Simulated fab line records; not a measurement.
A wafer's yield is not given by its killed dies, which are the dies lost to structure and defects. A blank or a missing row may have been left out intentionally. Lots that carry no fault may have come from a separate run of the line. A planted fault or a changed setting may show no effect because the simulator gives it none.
Check of tool commonality ; flow berkeleyCmos170 ; Sampled: 14 lots, 42 wafers

## WHY IT WAS OPENED
On 2 of the 14 lots, a flag is raised at UCB170_ACTIVE_CD_MEAS_13 on the reading cdNm. No-fault wafers: 1200.1 nm, standard deviation 1.2.
Rule: a lot is flagged in two cases, either no wafer of it has a number, or all its wafers with numbers fall more than 4 standard deviations from that mean. The rest of the lots are taken to be sound.

lot;measured;on;cdNm (nm), wafer by wafer;flag
L543;day 4 01:35;cdSem-02;1201.5 1201.2 1200.5;
L544;day 4 12:46;cdSem-01;1201.1 1200.1 1201.3;
L545;day 4 18:33;cdSem-02;1200.1 1199.2 1201.4;
L546;day 5 04:52;cdSem-02;1200.7 1200.2 1199.2;
L547;day 5 04:58;cdSem-01;1198.9 1198.3 1198.5;
L548;day 5 12:43;cdSem-02;1190.1 1191.2 1191.8;FLAGGED
L550;day 5 22:39;cdSem-02;1191.0 1190.2 1188.6;FLAGGED
L555;day 6 19:22;cdSem-01;1200.2 1199.8 1199.5;
L556;day 7 07:59;cdSem-02;1198.8 1198.4 1198.3;
L557;day 7 16:29;cdSem-01;1201.5 1200.4 1201.1;
L558;day 7 19:32;cdSem-01;1202.0 1202.4 1200.9;
L561;day 8 02:04;cdSem-02;1200.7 1202.2 1202.1;
L562;day 8 17:16;cdSem-01;1197.8 1198.7 1198.9;
L563;day 8 17:31;cdSem-01;1201.2 1201.3 1201.9;
Average over the flagged lots: 1190.5 nm; offset from the usual -9.6 nm, equal to -8 standard deviations.

## WHICH TOOL EACH LOT WENT THROUGH
The record keeps 1 process step preceding the reading, out of 331 steps on the route. Every cell lists first the tool, next ch and the chambers used by the sampled wafers, and last the start.
lot;flag;UCB170_ACTIVE_PEB_11
L543;;lithoTrack-03 ch 0, day 4 01:16
L544;;lithoTrack-04 ch 0, day 4 12:25
L545;;lithoTrack-02 ch 0, day 4 18:17
L546;;lithoTrack-03 ch 0, day 5 04:35
L547;;lithoTrack-04 ch 0, day 5 04:40
L548;FLAGGED;lithoTrack-03 ch 0, day 5 12:26
L550;FLAGGED;lithoTrack-03 ch 0, day 5 22:22
L555;;lithoTrack-02 ch 0, day 6 19:05
L556;;lithoTrack-04 ch 0, day 7 07:43
L557;;lithoTrack-02 ch 0, day 7 16:13
L558;;lithoTrack-02 ch 0, day 7 19:16
L561;;lithoTrack-04 ch 0, day 8 01:47
L562;;lithoTrack-02 ch 0, day 8 16:59
L563;;lithoTrack-03 ch 0, day 8 17:15
What these steps do:
- UCB170_ACTIVE_PEB_11
- UCB170_ACTIVE_CD_MEAS_13: target cd 1200 nm.

## FLAGGED AGAINST TOTAL, ONE TOOL AT A TIME (gauges that did the reading follow at the end)
step;tool;lots run;flagged;share of the flagged lots;sound lots run after its first flagged lot
UCB170_ACTIVE_PEB_11;lithoTrack-02;5;0;none;-
UCB170_ACTIVE_PEB_11;lithoTrack-03;5;2;all;1 (L563)
UCB170_ACTIVE_PEB_11;lithoTrack-04;4;0;none;-
UCB170_ACTIVE_CD_MEAS_13;cdSem-01;7;0;none;-
UCB170_ACTIVE_CD_MEAS_13;cdSem-02;7;2;all;2 (L556,L561)

## WHAT THE TABLE PERMITS
Every flagged lot went through 2 rows of the table: lithoTrack-03 at UCB170_ACTIVE_PEB_11 and cdSem-02 at UCB170_ACTIVE_CD_MEAS_13.
- lithoTrack-03 at UCB170_ACTIVE_PEB_11: 2 of its 5 lots flagged. Sound lots ran on it after the first flagged one (L563), which a lasting fault on the whole tool wouldn't allow.
- cdSem-02 at UCB170_ACTIVE_CD_MEAS_13: 2 of its 7 lots flagged. Sound lots ran on it after the first flagged one (L556, L561), which a lasting fault on the whole tool wouldn't allow.
There is no row in the table that ran each flagged lot and no sound lot after the first.

## WHAT WAS PUT IN BY THE SIMULATOR
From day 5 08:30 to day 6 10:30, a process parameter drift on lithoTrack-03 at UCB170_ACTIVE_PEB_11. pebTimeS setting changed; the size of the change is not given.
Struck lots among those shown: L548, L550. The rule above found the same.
